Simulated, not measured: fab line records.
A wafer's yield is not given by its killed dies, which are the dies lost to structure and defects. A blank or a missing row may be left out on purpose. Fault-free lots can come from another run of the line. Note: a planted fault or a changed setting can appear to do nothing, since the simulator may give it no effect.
Split-lot trial ; flow ritCmos ; 23 wafers read across 5 lots, on a route 202 steps long

ABOUT THE SPLIT
At RIT_SPACER_ETCHBACK_05 (etches Si3N4 in SF6/CHF3, stops on SiO2, target depth 250 nm, time 240 s), the setting timeS was moved away from the recipe's 240 s on 7 of the 23 wafers read, by -14.6% to +8.3%. This setting was run at the recipe's value on the other wafers.

FROM THE SPLIT TO THE READING: what the file shows between them, 4 steps
- RIT_NSD_IMPLANT_08 (also split here: doseCm2)
- RIT_PSD_HARDBAKE_07: time 60 s (also split here: tempC)
- RIT_PSD_IMPLANT_08
- RIT_PSD_STRIP_09: strips in O2, time 180 s

THE READING
poly-Si_of_GATE_CVD_08.thkNm (the simulator's own value, which no gauge read), in nm, at RIT_SDANNEAL_CLEAN_00 (cleans in SC1, time 600 s). There is no usual value for it anywhere in the file. The 16 wafers here that ran the recipe average 166.7 nm, standard deviation 3.5 nm.

wafer;tool, chamber at the split;timeS as run, s;against the recipe;poly-Si_of_GATE_CVD_08.thkNm, nm;against lot-mates on the recipe
L076.1;rieDiel-01, 3;240;recipe;166.9;-
L076.3;rieDiel-01, 0;240;recipe;170.5;-
L076.4;rieDiel-01, 2;240;recipe;172.5;-
L077.2;rieDiel-03, 2;240;recipe;170;-
L077.3;rieDiel-03, 0;259.8;+8.3%;163;-5.0
L077.4;rieDiel-03, 1;240;recipe;166.4;-
L077.5;rieDiel-03, 2;240;recipe;167.7;-
L077.6;rieDiel-03, 1;259.8;+8.3%;161;-7.0
L078.2;rieDiel-02, 3;240;recipe;169.7;-
L078.3;rieDiel-02, 1;240;recipe;170.2;-
L078.4;rieDiel-02, 0;240;recipe;164.9;-
L078.5;rieDiel-02, 1;240;recipe;169.5;-
L078.6;rieDiel-02, 0;240;recipe;164.2;-
L079.1;rieDiel-02, 1;204.9;-14.6%;174.9;+11.4
L079.3;rieDiel-02, 0;240;recipe;162.3;-
L079.4;rieDiel-02, 2;204.9;-14.6%;176.7;+13.2
L079.5;rieDiel-02, 2;204.9;-14.6%;175.1;+11.6
L079.6;rieDiel-02, 3;240;recipe;164.7;-
L082.1;rieDiel-02, 3;215.4;-10.2%;168.5;+6.2
L082.3;rieDiel-02, 0;240;recipe;160;-
L082.4;rieDiel-02, 2;240;recipe;164.9;-
L082.5;rieDiel-02, 3;240;recipe;162;-
L082.6;rieDiel-02, 2;215.4;-10.2%;169.8;+7.5

FIT RESULTS
A straight line over all 23 wafers: poly-Si_of_GATE_CVD_08.thkNm changes by -0.532 nm for each +1% of timeS; r = -0.73; the points scatter about the line by 3.2 nm.
The same after taking each lot's own level away (the mean of its wafers on the recipe; 23 wafers): -0.778 nm for each +1%; r = -0.93; scatter 2 nm.
The reading moves by 11 nm for the largest change in timeS, on that fit.
From 162.30 to 169.97 nm: that is the span of the lots' own levels, equal to 2.2 times the standard deviation above.
So the lot-to-lot level blurs the effect unless lot-mates are compared.
Check: for one of the wafers moved furthest among these (-14.6%), held out of the fit, the line's prediction against its lot-mates is +11.4 nm. It came out at +11.4 nm against them.

THE OTHER SPLITS THESE WAFERS WENT THROUGH
Before the reading, these wafers also passed through other splits. Each is held against what the fit with the lots' levels taken away leaves over:
other split on the same wafers;wafers away from the commonest value;r with poly-Si_of_GATE_CVD_08.thkNm (lot level and that fit taken away)
RIT_GATE_DEVELOP_15 developTimeS;8;-0.03
RIT_NLDD_COAT_01 resistThkNm;9;+0.05
RIT_NLDD_IMPLANT_08 doseCm2;10;+0.18
RIT_PLDD_IMPLANT_08 energyKev;5;+0.02
RIT_SPACER_CVD_03 tempC;10;+0.07
RIT_NSD_IMPLANT_08 doseCm2;4;+0.08
RIT_PSD_HARDBAKE_07 tempC;10;-0.14

THE WHOLE CHAIN: every reading that the file lists as answering this split, in the file's order
step;what it does;reading;change (the file's fit);r (the file's)
RIT_SPACER_ETCHBACK_05;etches Si3N4 in SF6/CHF3, stops on SiO2, target depth 250 nm, time 240 s;poly-Si_of_GATE_CVD_08.thkNm (the simulator's own value, which no gauge read);-0.764 nm for each +1% of the setting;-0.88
RIT_SDANNEAL_CLEAN_00;cleans in SC1, time 600 s;poly-Si_of_GATE_CVD_08.thkNm (the simulator's own value, which no gauge read);-0.765 nm for each +1% of the setting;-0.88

FILE'S OWN FIT
poly-Si_of_GATE_CVD_08.thkNm changes by -0.765 nm for each +1% of timeS, r = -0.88.
